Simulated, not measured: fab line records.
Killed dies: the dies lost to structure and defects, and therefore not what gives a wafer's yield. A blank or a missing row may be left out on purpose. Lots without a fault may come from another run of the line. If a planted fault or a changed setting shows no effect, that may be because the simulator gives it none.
fab line records | flow rit_cmos
record: lots: 5 | wafers: 15 | last_day: 7
route steps=202 shown GATE@83
lots that met no fault: from a run of the same line without faults
start_h: hours from the record's opening day to when the first of the lot's shown wafers began | wait_h: time in hours since the lot's previous step | " as in the row above | L1.1+2: a single row standing in for several wafers | - no value present, or no start provided | * or withheld: withheld | < > ~ a bound
route shown NAME@n: names a module that has steps shown in the file, with the first one's number in the route | usual: mean/standard deviation taken from wafers without a fault | same: alike in all rows | chamber/n: place in a boat | sites: per-site readings | _std_site: standard deviation of those values | _edge_site: the outer-site mean with the inner-site mean subtracted | radius_mm: for every site, how far away it sits from the centre of the wafer | mask NAME#n: copy n | behind: tool/chamber where the wafer was last shaped | hold: why the lot went on hold/how many hours it stayed there/how the hold came to an end | device: whichever transistor did not switch (one of n, p or np) | end of line: at the end of the route, the tests of the same wafers | for a step that has no rows: nothing shown but its recipe | killed: dies lost to structure and defects at the first sort, not the wafer's yield | map: the dies of a wafer, with x for killed, . for not killed, _ for no die there
set.NAME: setting as actually run; set.NAME@STEP: the setting as run at that earlier step | model.NAME: the simulator's own value behind a step, which no gauge read
certain route steps with their lots: each step a table, each wafer a row
services: the hour from which a tool's chamber was out of use, counted from the record's first day as start_h (under 0 if before that day), plus the number of hours and why
== steps ==
step: RIT_GATE_THK_MEAS_07
recipe: reads: SiO2_of_GATE_OXIDATION_05
usual: GATE_OXIDE_THK: 3.03/0.07
lot.wafer | tool          | chamber | start_h | wait_h | GATE_OXIDE_THK[nm]
L427.1    | film_metro-01 | -       | 54.43   | 0.0    | 3.12
L427.5    | "             | -       | "       | "      | 3.06
L427.6    | "             | -       | "       | "      | 3.15
L434.1    | film_metro-01 | -       | 88.89   | 0.0    | 2.92
L434.2    | "             | -       | "       | "      | 3.04
L434.3    | "             | -       | "       | "      | 2.97
L441.2    | film_metro-04 | -       | 123.76  | 0.0    | 3.02
L441.5    | "             | -       | "       | "      | 2.91
L441.6    | "             | -       | "       | "      | 3.02
L445.2    | film_metro-02 | -       | 142.91  | 0.0    | 3.02
L445.3    | "             | -       | "       | "      | 3.03
L445.4    | "             | -       | "       | "      | 3.08
L446.1    | film_metro-01 | -       | 148.38  | 0.0    | 2.84
L446.5    | "             | -       | "       | "      | 2.82
L446.6    | "             | -       | "       | "      | 2.92
step: RIT_GATE_CVD_08
recipe: material: poly-Si | target_thk_nm: 250 | temp_c: 610 | precursor: SiH4 | time_s: 2220 | pressure_mtorr: 300 | sih4_flow_sccm: 100
step: RIT_GATE_THK_MEAS_09
recipe: reads: poly-Si_of_GATE_CVD_08
usual: GATE_POLY_THK: 251.2/2.1
lot.wafer | tool          | chamber | start_h | wait_h | GATE_POLY_THK[nm]
L427.1    | film_metro-02 | -       | 56.11   | 0.0    | 250.0
L427.5    | "             | -       | "       | "      | 251.2
L427.6    | "             | -       | "       | "      | 248.8
L434.1    | film_metro-01 | -       | 90.57   | 0.0    | 251.5
L434.2    | "             | -       | "       | "      | 251.3
L434.3    | "             | -       | "       | "      | 251.4
L441.2    | film_metro-02 | -       | 125.43  | 0.0    | 253.1
L441.5    | "             | -       | "       | "      | 252.9
L441.6    | "             | -       | "       | "      | 254.9
L445.2    | film_metro-02 | -       | 147.89  | 0.0    | 249.5
L445.3    | "             | -       | "       | "      | 249.7
L445.4    | "             | -       | "       | "      | 247.0
L446.1    | film_metro-01 | -       | 152.16  | 0.0    | 253.5
L446.5    | "             | -       | "       | "      | 254.6
L446.6    | "             | -       | "       | "      | 253.4
step: RIT_GATE_HMDS_10
recipe: prime_time_s: 60 | prime_temp_c: 140
step: RIT_GATE_COAT_11
recipe: resist: NOVOLAK | spin_rpm: 4250 | resist_thk_nm: 850
step: RIT_GATE_SOFTBAKE_12
recipe: resist: NOVOLAK | temp_c: 90 | time_s: 61.23
usual: plate_sensor_t_centre_C: 90.969/0.012 | plate_sensor_t_edge_C: 91.021/0.0093
same: time_s: 61.23
lot.wafer | tool           | chamber | start_h | wait_h | plate_sensor_t_centre_C | plate_sensor_t_edge_C
L427.1    | litho_track-03 | 0       | 56.47   | 0.1    | 91.008                  | 91.015
L427.5    | "              | 0       | "       | "      | 90.952                  | 91.031
L427.6    | "              | 0       | "       | "      | 90.962                  | 91.026
L434.1    | litho_track-04 | 0       | 90.93   | 0.1    | 90.944                  | 91.002
L434.2    | "              | 0       | "       | "      | 90.954                  | 91.038
L434.3    | "              | 0       | "       | "      | 90.975                  | 91.021
L441.2    | litho_track-01 | 0       | 125.81  | 0.1    | 90.959                  | 91.032
L441.5    | "              | 0       | "       | "      | 90.971                  | 91.011
L441.6    | "              | 0       | "       | "      | 90.953                  | 91.031
L445.2    | litho_track-01 | 0       | 148.26  | 0.1    | 90.976                  | 91.036
L445.3    | "              | 0       | "       | "      | 90.974                  | 91.010
L445.4    | "              | 0       | "       | "      | 90.962                  | 91.011
L446.1    | litho_track-04 | 0       | 152.52  | 0.1    | 90.966                  | 91.020
L446.5    | "              | 0       | "       | "      | 90.969                  | 91.033
L446.6    | "              | 0       | "       | "      | 90.951                  | 91.022
step: RIT_GATE_EXPOSE_13
recipe: mask_id: M6 | na: 0.6 | source_shape: conventional | sigma_outer: 0.6 | target_cd_nm: 150 | dose_mj: 380
step: RIT_GATE_PEB_14
recipe: resist: NOVOLAK | temp_c: withheld | time_s: withheld
step: RIT_GATE_DEVELOP_15
recipe: resist: NOVOLAK | develop_time_s: 50 | dev_temp_c: 23
step: RIT_GATE_CD_MEAS_16
recipe: target_cd_nm: 150
usual: cd_nm: 149.6/2.4
lot.wafer | tool      | chamber | start_h | wait_h | cd_nm
L427.1    | cd_sem-02 | -       | 57.02   | -      | 154.2
L427.5    | "         | -       | "       | "      | 152.7
L427.6    | "         | -       | "       | "      | 153.0
L434.1    | cd_sem-01 | -       | 91.60   | -      | 153.0
L434.2    | "         | -       | "       | "      | 150.6
L434.3    | "         | -       | "       | "      | 151.2
L441.2    | cd_sem-01 | -       | 126.57  | -      | 148.9
L441.5    | "         | -       | "       | "      | 150.1
L441.6    | "         | -       | "       | "      | 149.1
L445.2    | cd_sem-02 | -       | 148.93  | -      | 146.6
L445.3    | "         | -       | "       | "      | 151.6
L445.4    | "         | -       | "       | "      | 150.6
L446.1    | cd_sem-02 | -       | 153.20  | -      | 151.8
L446.5    | "         | -       | "       | "      | 151.4
L446.6    | "         | -       | "       | "      | 152.7
step: RIT_GATE_OVL_MEAS_17
usual: GATE_OVL: -1.4/1.2
lot.wafer | tool       | chamber | start_h | wait_h | GATE_OVL[nm]
L427.1    | overlay-01 | -       | 57.14   | 0.1    | -1.6
L427.5    | "          | -       | "       | "      | -0.8
L427.6    | "          | -       | "       | "      | -0.9
L434.1    | overlay-01 | -       | 91.72   | 0.1    | -0.9
L434.2    | "          | -       | "       | "      | 0.3
L434.3    | "          | -       | "       | "      | -1.1
L441.2    | overlay-02 | -       | 126.67  | 0.1    | -2.4
L441.5    | "          | -       | "       | "      | -1.0
L441.6    | "          | -       | "       | "      | -2.4
L445.2    | overlay-01 | -       | 149.04  | 0.1    | -1.6
L445.3    | "          | -       | "       | "      | -2.2
L445.4    | "          | -       | "       | "      | -2.7
L446.1    | overlay-01 | -       | 153.32  | 0.1    | -3.0
L446.5    | "          | -       | "       | "      | -1.8
L446.6    | "          | -       | "       | "      | -1.2
step: RIT_GATE_HARDBAKE_18
recipe: resist: NOVOLAK | temp_c: 140 | time_s: 60
step: RIT_GATE_ETCH_19
recipe: chemistry: SF6/CHF3/O2 | time_s: 165 | SF6_flow_sccm: 30 | CHF3_flow_sccm: 30 | O2_flow_sccm: 5 | target: poly-Si | pressure_mtorr: 40 | rf_w: 160 | target_depth_a: 3125 | over_etch_frac: 0.25 | stop_on: SiO2
usual: drypump_motor_current_A: 5.7/0.42 | oes_product_au: 0.850/0.013 | run_length_s: 193.2/0.44 | throttle_valve_pct: 10.26/0.16
lot.wafer | tool      | chamber | start_h | wait_h | drypump_motor_current_A | oes_product_au | rf_hours_counter_h | run_length_s | throttle_valve_pct | model.NOVOLAK_of_GATE_COAT_11.thk_nm | model.GATE.feature_depth_nm | model.etch.depth_nm
L427.1    | rie_si-01 | 3       | 57.33   | 0.1    | 5.8                     | 0.844          | 62                 | 192.8        | 10.26              | 669.8                                | 250                         | 250
L427.5    | "         | 0       | "       | "      | 6.5                     | 0.847          | -                  | 193.4        | 10.00              | 667.6                                | 251.4                       | 251.4
L427.6    | "         | 3       | "       | "      | 5.8                     | 0.831          | -                  | 193.4        | 10.26              | 670                                  | 248.7                       | 248.7
L434.1    | rie_si-02 | 2       | 91.91   | 0.1    | 5.4                     | 0.854          | 109                | 192.7        | 10.19              | 674.7                                | 251.6                       | 251.6
L434.2    | "         | 0       | "       | "      | 5.0                     | 1.017          | 3                  | 152.8        | 10.10              | 691.6                                | 242.7                       | 242.7
L434.3    | "         | 3       | "       | "      | 5.1                     | 0.850          | 38                 | 193.1        | 10.47              | 668.3                                | 251.2                       | 251.2
L441.2    | rie_si-01 | 0       | 126.85  | 0.1    | 6.5                     | 0.852          | 66                 | 193.8        | 9.98               | 664                                  | 253.3                       | 253.3
L441.5    | "         | 2       | "       | "      | 5.8                     | 0.875          | -                  | 192.7        | 10.42              | 667.7                                | 252.6                       | 252.6
L441.6    | "         | 3       | "       | "      | 5.8                     | 0.850          | -                  | 193.4        | 10.26              | 666.5                                | 255                         | 255
L445.2    | rie_si-01 | 1       | 149.22  | 0.1    | 5.8                     | 0.860          | 58                 | 192.8        | 10.21              | 669.3                                | 249.4                       | 249.4
L445.3    | "         | 3       | "       | "      | 5.8                     | 0.837          | 63                 | 192.9        | 10.26              | 668                                  | 249.6                       | 249.6
L445.4    | "         | 0       | "       | "      | 6.5                     | 0.841          | 66                 | 193.9        | 9.98               | 663.3                                | 247                         | 247
L446.1    | rie_si-02 | 0       | 153.50  | 0.1    | 5.0                     | 0.849          | 4                  | 193.8        | 10.08              | 669.4                                | 253.5                       | 253.5
L446.5    | "         | 2       | "       | "      | 5.4                     | 0.858          | -                  | 193.1        | 10.19              | 672.3                                | 254.7                       | 254.7
L446.6    | "         | 0       | "       | "      | 5.0                     | 0.848          | -                  | 194.1        | 10.11              | 667.2                                | 253.5                       | 253.5
step: RIT_GATE_STRIP_20
recipe: chemistry: O2 | time_s: 180 | resist: NOVOLAK | platen_temp_c: withheld | power_w: 500 | pressure_mtorr: 4000 | o2_flow_sccm: 4000
usual: drypump_motor_current_A: 5.5/0.37
same: time_s: 180
lot.wafer | tool            | chamber | start_h | wait_h | drypump_motor_current_A | rf_hours_counter_h
L427.1    | plasma_asher-01 | 0       | 57.44   | 0.1    | 5.6                     | 43
L427.5    | "               | 1       | "       | "      | 5.6                     | -
L427.6    | "               | 0       | "       | "      | 5.6                     | -
L434.1    | plasma_asher-02 | 1       | 92.02   | 0.1    | 4.8                     | 38
L434.2    | "               | 0       | "       | "      | 6.3                     | 38
L434.3    | "               | 0       | "       | "      | 6.3                     | -
L441.2    | plasma_asher-04 | 0       | 126.96  | 0.1    | 5.2                     | 38
L441.5    | "               | 0       | "       | "      | 5.2                     | -
L441.6    | "               | 1       | "       | "      | 5.6                     | -
L445.2    | plasma_asher-02 | 0       | 149.33  | 0.1    | 6.3                     | 3
L445.3    | "               | 1       | "       | "      | 4.9                     | -
L445.4    | "               | 0       | "       | "      | 6.3                     | -
L446.1    | plasma_asher-04 | 0       | 153.61  | 0.1    | 5.2                     | 41
L446.5    | "               | 0       | "       | "      | 5.2                     | -
L446.6    | "               | 1       | "       | "      | 5.6                     | -
== services ==
tool            | chamber | start_h | hours | kind
rie_si-02       | 3       | 54.97   | 1.6   | repair
plasma_asher-01 | -       | 83.32   | 14.6  | pm
plasma_asher-02 | -       | 108.75  | 9.0   | pm
plasma_asher-02 | 0       | 108.75  | 9.0   | vent_cycle
plasma_asher-02 | 1       | 108.75  | 9.0   | vent_cycle
plasma_asher-02 | -       | 117.75  | 2.8   | pm
plasma_asher-02 | 0       | 117.75  | -     | clean
plasma_asher-02 | 1       | 117.75  | -     | clean
rie_si-02       | 1       | 146.04  | 6.4   | repair
rie_si-02       | 1       | 152.42  | -     | clean
== key ==
first_sign: step: RIT_GATE_ETCH_19 | reading: run_length_s | direction: down | sigmas: 93 | usual: * | struck: *
effect: step: RIT_GATE_ETCH_19 | reading: oes_product_au | direction: up | sigmas: 12 | usual: 0.850 | struck: 1.017
model_effect: step: RIT_GATE_ETCH_19 | value: NOVOLAK_of_GATE_COAT_11.thk_nm | without: 670.1 | struck: 691.6
met_at RIT_GATE_ETCH_19
struck_wafers L434.2
later_rows_left_out L434.2
sort_left_out L434.2
tester_left_out L434
fault: kind: process_parameter_drift | tool: rie_si-02 | chamber: 0 | onset_h: 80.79 | steps: RIT_GATE_ETCH_19 | channel: time_s | offset: * | shape: step | end_h: 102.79 | stated: *
tester_left_out: of these lots the tester's yield and bins aren't shown, on N5 and GAA mostly nor the transistor test; their killed dies are dies lost to structure and defects alone, not to doping, threshold or leakage, so they don't give the yield
sort_left_out: the simulated sort isn't trusted on such a fault, so these wafers' sort isn't shown, and their yield isn't known
later_rows_left_out: the simulator's readings of these wafers behind a module that went badly wrong aren't trusted and aren't shown, but for the sort
